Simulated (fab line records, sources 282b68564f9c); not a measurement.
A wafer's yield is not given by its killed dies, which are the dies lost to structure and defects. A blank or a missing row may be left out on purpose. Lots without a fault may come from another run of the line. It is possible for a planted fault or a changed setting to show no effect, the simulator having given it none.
fab line records + flow rit_cmos
record:
- lots: 14
- wafers: 42
- last_day: 7
route steps=202 shown NRETRO@63 REOX@102 NLDD@108 PLDD@123
lots that met no fault: taken from a fault-free run of the same line
start_h: hours from the record's first day to the start of the lot's first wafer shown + wait_h: hours from the lot's prior step to this one + " the same as in the row above + L1.1+2: several wafers, shown together as one row + - either no value or no given start + * or withheld: withheld + < > ~ a bound
route shown NAME@n: a module of which the file shows steps, and the number in the route of the first + usual: average and standard deviation across the fault-free wafers + same: alike in all rows + chamber/n: place in a boat + sites: the reading at each site + _std_site: the standard deviation of these + _edge_site: the outer-site mean with the inner-site mean subtracted + radius_mm: for every site, how far away it sits from the centre of the wafer + mask NAME#n: copy n + behind: the most recent tool/chamber to have shaped the wafer + hold: the reason the lot was held/the length of the hold in hours/how it ended + device: the transistor (n, p or np) that didn't switch + end of line: at the end of the route, the tests of the same wafers + step lacking rows: just its recipe + killed: count of dies lost to structure and defects at first sort (not the wafer's yield) + map: dies across one wafer; x = killed, . = not, _ = none there
set.NAME: the setting as run; set.NAME@STEP: as run at that earlier step + model.NAME: the simulator's own value behind a step, which no gauge read
one table for each step of the route and one row for each wafer, over a sample of lots
services: when a tool's chamber went out of use (start_h, in hours from the record's first day, below 0 if earlier), for how many hours, and the reason
== steps ==
step: RIT_NRETRO_TW_MEAS_10
usual:
- NRETRO_TW: 1053/7.7
| lot.wafer | tool          | chamber | start_h | wait_h | NRETRO_TW |
|-----------|---------------|---------|---------|--------|-----------|
| L523.3    | film_metro-04 | -       | 29.37   | 0.1    | 1063      |
| L523.4    | "             | -       | "       | "      | 1063      |
| L523.6    | "             | -       | "       | "      | 1065      |
| L524.4    | film_metro-04 | -       | 35.87   | 0.1    | 1068      |
| L524.5    | "             | -       | "       | "      | 1056      |
| L524.6    | "             | -       | "       | "      | 1056      |
| L525.1    | film_metro-01 | -       | 40.10   | 0.1    | 1042      |
| L525.2    | "             | -       | "       | "      | 1036      |
| L525.3    | "             | -       | "       | "      | 1039      |
| L526.3    | film_metro-01 | -       | 46.43   | 0.1    | 1045      |
| L526.4    | "             | -       | "       | "      | 1040      |
| L526.5    | "             | -       | "       | "      | 1043      |
| L527.1    | film_metro-02 | -       | 50.10   | 0.1    | 1062      |
| L527.4    | "             | -       | "       | "      | 1057      |
| L527.6    | "             | -       | "       | "      | 1058      |
| L528.2    | film_metro-01 | -       | 55.06   | 0.1    | 1043      |
| L528.4    | "             | -       | "       | "      | 1042      |
| L528.5    | "             | -       | "       | "      | 1042      |
| L529.1    | film_metro-02 | -       | 59.42   | 0.1    | 1062      |
| L529.2    | "             | -       | "       | "      | 1065      |
| L529.6    | "             | -       | "       | "      | 1057      |
| L532.1    | film_metro-01 | -       | 75.26   | 0.1    | 1041      |
| L532.4    | "             | -       | "       | "      | 1050      |
| L532.6    | "             | -       | "       | "      | 1049      |
| L535.2    | film_metro-01 | -       | 90.47   | 0.1    | 1048      |
| L535.4    | "             | -       | "       | "      | 1049      |
| L535.6    | "             | -       | "       | "      | 1044      |
| L538.2    | film_metro-02 | -       | 104.48  | 0.1    | 1052      |
| L538.4    | "             | -       | "       | "      | 1052      |
| L538.6    | "             | -       | "       | "      | 1056      |
| L543.2    | film_metro-01 | -       | 130.25  | 0.1    | 1043      |
| L543.3    | "             | -       | "       | "      | 1047      |
| L543.5    | "             | -       | "       | "      | 1053      |
| L544.2    | film_metro-02 | -       | 135.39  | 0.1    | 1057      |
| L544.3    | "             | -       | "       | "      | 1061      |
| L544.6    | "             | -       | "       | "      | 1058      |
| L545.1    | film_metro-04 | -       | 140.34  | 0.1    | 1056      |
| L545.3    | "             | -       | "       | "      | 1062      |
| L545.4    | "             | -       | "       | "      | 1063      |
| L546.1    | film_metro-02 | -       | 144.50  | 0.1    | 1059      |
| L546.2    | "             | -       | "       | "      | 1060      |
| L546.3    | "             | -       | "       | "      | 1050      |
step: RIT_REOX_THK_MEAS_04
recipe:
- reads: SiO2_of_REOX_OXIDATION_03
usual:
- REOX_OXIDE_THK: 25.0/0.49
| lot.wafer | tool          | chamber | start_h | wait_h | REOX_OXIDE_THK[nm] |
|-----------|---------------|---------|---------|--------|--------------------|
| L523.3    | film_metro-04 | -       | 39.81   | 0.0    | 25.3               |
| L523.4    | "             | -       | "       | "      | 24.9               |
| L523.6    | "             | -       | "       | "      | 24.7               |
| L524.4    | film_metro-02 | -       | 46.33   | 0.0    | 24.9               |
| L524.5    | "             | -       | "       | "      | 24.4               |
| L524.6    | "             | -       | "       | "      | 24.8               |
| L525.1    | film_metro-04 | -       | 50.91   | 0.0    | 25.3               |
| L525.2    | "             | -       | "       | "      | 24.8               |
| L525.3    | "             | -       | "       | "      | 25.2               |
| L526.3    | film_metro-02 | -       | 56.32   | 0.0    | 25.4               |
| L526.4    | "             | -       | "       | "      | 25.5               |
| L526.5    | "             | -       | "       | "      | 25.2               |
| L527.1    | film_metro-04 | -       | 60.88   | 0.0    | 25.8               |
| L527.4    | "             | -       | "       | "      | 25.8               |
| L527.6    | "             | -       | "       | "      | 25.6               |
| L528.2    | film_metro-02 | -       | 64.85   | 0.0    | 25.4               |
| L528.4    | "             | -       | "       | "      | 25.5               |
| L528.5    | "             | -       | "       | "      | 25.5               |
| L529.1    | film_metro-04 | -       | 69.61   | 0.0    | 26.1               |
| L529.2    | "             | -       | "       | "      | 25.8               |
| L529.6    | "             | -       | "       | "      | 25.9               |
| L532.1    | film_metro-03 | -       | 85.23   | 0.0    | 25.6               |
| L532.4    | "             | -       | "       | "      | 24.9               |
| L532.6    | "             | -       | "       | "      | 25.3               |
| L535.2    | film_metro-02 | -       | 100.61  | 0.0    | 24.9               |
| L535.4    | "             | -       | "       | "      | 25.3               |
| L535.6    | "             | -       | "       | "      | 25.2               |
| L538.2    | film_metro-03 | -       | 115.96  | 0.0    | 24.5               |
| L538.4    | "             | -       | "       | "      | 24.9               |
| L538.6    | "             | -       | "       | "      | 25.1               |
| L543.2    | film_metro-04 | -       | 140.90  | 0.0    | 24.9               |
| L543.3    | "             | -       | "       | "      | 24.7               |
| L543.5    | "             | -       | "       | "      | 25.0               |
| L544.2    | film_metro-03 | -       | 145.20  | 0.0    | 25.7               |
| L544.3    | "             | -       | "       | "      | 25.7               |
| L544.6    | "             | -       | "       | "      | 24.9               |
| L545.1    | film_metro-02 | -       | 150.27  | 0.0    | 24.8               |
| L545.3    | "             | -       | "       | "      | 24.7               |
| L545.4    | "             | -       | "       | "      | 24.7               |
| L546.1    | film_metro-03 | -       | 154.60  | 0.0    | 24.1               |
| L546.2    | "             | -       | "       | "      | 23.9               |
| L546.3    | "             | -       | "       | "      | 24.5               |
step: RIT_NLDD_DEVELOP_05
recipe:
- resist: NOVOLAK
- develop_time_s: 50
- dev_temp_c: 23
usual:
- chill_plate_temp_C: 22.99/0.11
| lot.wafer | tool           | chamber | start_h | wait_h | chill_plate_temp_C |
|-----------|----------------|---------|---------|--------|--------------------|
| L523.3    | litho_track-02 | 0       | 40      | -      | 22.88              |
| L523.4    | "              | 0       | "       | "      | 22.80              |
| L523.6    | "              | 0       | "       | "      | 22.91              |
| L524.4    | litho_track-02 | 0       | 47      | -      | 22.91              |
| L524.5    | "              | 0       | "       | "      | 22.85              |
| L524.6    | "              | 0       | "       | "      | 22.76              |
| L525.1    | litho_track-02 | 0       | 51      | -      | 23.00              |
| L525.2    | "              | 0       | "       | "      | 23.11              |
| L525.3    | "              | 0       | "       | "      | 23.01              |
| L526.3    | litho_track-04 | 0       | 57      | -      | 23.05              |
| L526.4    | "              | 0       | "       | "      | 22.94              |
| L526.5    | "              | 0       | "       | "      | 23.04              |
| L527.1    | litho_track-04 | 0       | 61      | -      | 22.87              |
| L527.4    | "              | 0       | "       | "      | 22.84              |
| L527.6    | "              | 0       | "       | "      | 22.99              |
| L528.2    | litho_track-03 | 0       | 65      | -      | 23.18              |
| L528.4    | "              | 0       | "       | "      | 23.13              |
| L528.5    | "              | 0       | "       | "      | 23.00              |
| L529.1    | litho_track-04 | 0       | 70      | -      | 22.92              |
| L529.2    | "              | 0       | "       | "      | 23.00              |
| L529.6    | "              | 0       | "       | "      | 22.95              |
| L532.1    | litho_track-04 | 0       | 86      | -      | 23.01              |
| L532.4    | "              | 0       | "       | "      | 22.97              |
| L532.6    | "              | 0       | "       | "      | 22.90              |
| L535.2    | litho_track-03 | 0       | 101     | -      | 23.04              |
| L535.4    | "              | 0       | "       | "      | 22.98              |
| L535.6    | "              | 0       | "       | "      | 23.07              |
| L538.2    | litho_track-03 | 0       | 116     | -      | 23.19              |
| L538.4    | "              | 0       | "       | "      | 23.16              |
| L538.6    | "              | 0       | "       | "      | 23.17              |
| L543.2    | litho_track-04 | 0       | 141     | -      | 22.98              |
| L543.3    | "              | 0       | "       | "      | 22.93              |
| L543.5    | "              | 0       | "       | "      | 22.96              |
| L544.2    | litho_track-04 | 0       | 145     | -      | 23.08              |
| L544.3    | "              | 0       | 146     | -      | 23.12              |
| L544.6    | "              | 0       | "       | "      | 23.10              |
| L545.1    | litho_track-04 | 0       | 151     | -      | 23.08              |
| L545.3    | "              | 0       | "       | "      | 22.95              |
| L545.4    | "              | 0       | "       | "      | 23.06              |
| L546.1    | litho_track-04 | 0       | 155     | -      | 23.04              |
| L546.2    | "              | 0       | "       | "      | 23.09              |
| L546.3    | "              | 0       | "       | "      | 23.04              |
step: RIT_NLDD_TW_MEAS_10
usual:
- NLDD_TW: 2495/16
| lot.wafer | tool          | chamber | start_h | wait_h | NLDD_TW |
|-----------|---------------|---------|---------|--------|---------|
| L523.3    | film_metro-04 | -       | 41.36   | 0.1    | 2506    |
| L523.4    | "             | -       | "       | "      | 2496    |
| L523.6    | "             | -       | "       | "      | 2525    |
| L524.4    | film_metro-04 | -       | 47.79   | 0.1    | 2508    |
| L524.5    | "             | -       | "       | "      | 2521    |
| L524.6    | "             | -       | "       | "      | 2503    |
| L525.1    | film_metro-02 | -       | 52.34   | 0.1    | 2511    |
| L525.2    | "             | -       | "       | "      | 2508    |
| L525.3    | "             | -       | "       | "      | 2512    |
| L526.3    | film_metro-02 | -       | 57.83   | 0.1    | 2517    |
| L526.4    | "             | -       | "       | "      | 2504    |
| L526.5    | "             | -       | "       | "      | 2519    |
| L527.1    | film_metro-01 | -       | 62.42   | 0.1    | 2495    |
| L527.4    | "             | -       | "       | "      | 2488    |
| L527.6    | "             | -       | "       | "      | 2483    |
| L528.2    | film_metro-01 | -       | 66.35   | 0.1    | 2473    |
| L528.4    | "             | -       | "       | "      | 2470    |
| L528.5    | "             | -       | "       | "      | 2468    |
| L529.1    | film_metro-01 | -       | 71.03   | 0.1    | 30      |
| L529.2    | "             | -       | "       | "      | 30      |
| L529.6    | "             | -       | "       | "      | 30      |
| L532.1    | film_metro-01 | -       | 86.77   | 0.1    | 30      |
| L532.4    | "             | -       | "       | "      | 30      |
| L532.6    | "             | -       | "       | "      | 30      |
| L535.2    | film_metro-02 | -       | 102.15  | 0.1    | 2488    |
| L535.4    | "             | -       | "       | "      | 2498    |
| L535.6    | "             | -       | "       | "      | 2501    |
| L538.2    | film_metro-04 | -       | 117.44  | 0.1    | 2501    |
| L538.4    | "             | -       | "       | "      | 2510    |
| L538.6    | "             | -       | "       | "      | 2496    |
| L543.2    | film_metro-04 | -       | 142.44  | 0.1    | 2505    |
| L543.3    | "             | -       | "       | "      | 2519    |
| L543.5    | "             | -       | "       | "      | 2520    |
| L544.2    | film_metro-02 | -       | 146.62  | 0.1    | 2495    |
| L544.3    | "             | -       | "       | "      | 2500    |
| L544.6    | "             | -       | "       | "      | 2501    |
| L545.1    | film_metro-02 | -       | 151.76  | 0.1    | 2498    |
| L545.3    | "             | -       | "       | "      | 2516    |
| L545.4    | "             | -       | "       | "      | 2509    |
| L546.1    | film_metro-01 | -       | 156.15  | 0.1    | 2497    |
| L546.2    | "             | -       | "       | "      | 2489    |
| L546.3    | "             | -       | "       | "      | 2489    |
step: RIT_PLDD_STRIP_09
recipe:
- chemistry: O2
- time_s: 180
- resist: NOVOLAK
- platen_temp_c: withheld
- power_w: 500
- pressure_mtorr: 4000
- o2_flow_sccm: 4000
usual:
- drypump_motor_current_A: 5.4/0.31
| lot.wafer | tool            | chamber | start_h | wait_h | drypump_motor_current_A | rf_hours_counter_h |
|-----------|-----------------|---------|---------|--------|-------------------------|--------------------|
| L523.3    | plasma_asher-01 | 1       | 42.64   | 0.1    | 5.3                     | -                  |
| L523.4    | "               | 0       | "       | "      | 5.3                     | -                  |
| L523.6    | "               | 1       | "       | "      | 5.3                     | -                  |
| L524.4    | plasma_asher-04 | 0       | 49.07   | 0.1    | 5.7                     | -                  |
| L524.5    | "               | 1       | "       | "      | 4.7                     | -                  |
| L524.6    | "               | 0       | "       | "      | 5.7                     | -                  |
| L525.1    | plasma_asher-04 | 1       | 53.71   | 0.1    | 4.7                     | 28                 |
| L525.2    | "               | 0       | "       | "      | 5.7                     | 28                 |
| L525.3    | "               | 0       | "       | "      | 5.7                     | -                  |
| L526.3    | plasma_asher-03 | 0       | 59.40   | 0.1    | 5.6                     | -                  |
| L526.4    | "               | 1       | "       | "      | 5.6                     | -                  |
| L526.5    | "               | 0       | "       | "      | 5.6                     | -                  |
| L527.1    | plasma_asher-04 | 0       | 63.67   | 0.1    | 5.7                     | 29                 |
| L527.4    | "               | 0       | "       | "      | 5.7                     | -                  |
| L527.6    | "               | 1       | "       | "      | 4.7                     | -                  |
| L528.2    | plasma_asher-03 | 0       | 67.81   | 0.1    | 5.6                     | 42                 |
| L528.4    | "               | 1       | "       | "      | 5.6                     | -                  |
| L528.5    | "               | 0       | "       | "      | 5.6                     | -                  |
| L529.1    | plasma_asher-03 | 1       | 72.39   | 0.1    | 5.6                     | 43                 |
| L529.2    | "               | 0       | "       | "      | 5.7                     | 43                 |
| L529.6    | "               | 0       | "       | "      | 5.6                     | -                  |
| L532.1    | plasma_asher-03 | 1       | 88.14   | 0.1    | 5.7                     | 44                 |
| L532.4    | "               | 1       | "       | "      | 5.7                     | -                  |
| L532.6    | "               | 1       | "       | "      | 5.7                     | -                  |
| L535.2    | plasma_asher-03 | 1       | 103.39  | 0.1    | 5.6                     | 46                 |
| L535.4    | "               | 0       | "       | "      | 5.6                     | -                  |
| L535.6    | "               | 1       | "       | "      | 5.6                     | -                  |
| L538.2    | plasma_asher-01 | 0       | 118.68  | 0.1    | 5.2                     | 47                 |
| L538.4    | "               | 0       | "       | "      | 5.2                     | -                  |
| L538.6    | "               | 0       | "       | "      | 5.2                     | -                  |
| L543.2    | plasma_asher-04 | 1       | 143.80  | 0.1    | 4.7                     | 38                 |
| L543.3    | "               | 1       | "       | "      | 4.7                     | -                  |
| L543.5    | "               | 1       | "       | "      | 4.7                     | -                  |
| L544.2    | plasma_asher-01 | 0       | 147.98  | 0.1    | 5.2                     | 51                 |
| L544.3    | "               | 1       | "       | "      | 5.3                     | -                  |
| L544.6    | "               | 1       | "       | "      | 5.3                     | -                  |
| L545.1    | plasma_asher-01 | 0       | 153.00  | 0.1    | 5.2                     | 51                 |
| L545.3    | "               | 0       | "       | "      | 5.2                     | -                  |
| L545.4    | "               | 1       | "       | "      | 5.3                     | -                  |
| L546.1    | plasma_asher-01 | 0       | 157.52  | 0.1    | 5.3                     | 52                 |
| L546.2    | "               | 1       | "       | "      | 5.3                     | 52                 |
| L546.3    | "               | 0       | "       | "      | 5.3                     | -                  |
== services ==
| tool            | chamber | start_h | hours | kind                      |
|-----------------|---------|---------|-------|---------------------------|
| plasma_asher-01 | -       | 53.02   | 4.2   | repair                    |
| plasma_asher-03 | -       | 108.75  | 9.0   | pm                        |
| plasma_asher-03 | 0       | 108.75  | 9.0   | vent_cycle                |
| plasma_asher-03 | 1       | 108.75  | 9.0   | vent_cycle                |
| plasma_asher-03 | 0       | 117.75  | -     | clean                     |
| plasma_asher-03 | 1       | 117.75  | -     | clean                     |
| litho_track-04  | -       | 121.97  | -     | consumable_replace:filter |
| plasma_asher-03 | -       | 137.99  | 23.6  | repair                    |
== key ==
first_sign:
- step: RIT_NLDD_TW_MEAS_10
- reading: NLDD_TW
- direction: down
- sigmas: 99+
- usual: 2495
- struck: 30
effect none on later readings
met_at RIT_NLDD_DEVELOP_05
struck_lots L529,L532
sort_left_out L529.1,L529.2,L529.6,L532.1,L532.4,L532.6
tester_left_out L529,L532
not_acting_at RIT_NRETRO_TW_MEAS_10,RIT_REOX_THK_MEAS_04,RIT_PLDD_STRIP_09
onset_between 61 70
fault:
- kind: process_parameter_drift
- tool: litho_track-04
- chamber: -
- onset_h: 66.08
- steps: RIT_NLDD_DEVELOP_05
- channel: develop_time_s
- offset: *
- shape: step
- end_h: 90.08
- acts_in: *
- stated: *
tester_left_out: of these lots the tester's yield and bins aren't shown, on N5 and GAA mostly nor the transistor test; their killed dies are dies lost to structure and defects alone, not to doping, threshold or leakage, so they don't give the yield
sort_left_out: the simulated sort isn't trusted on such a fault, so these wafers' sort isn't shown, and their yield isn't known
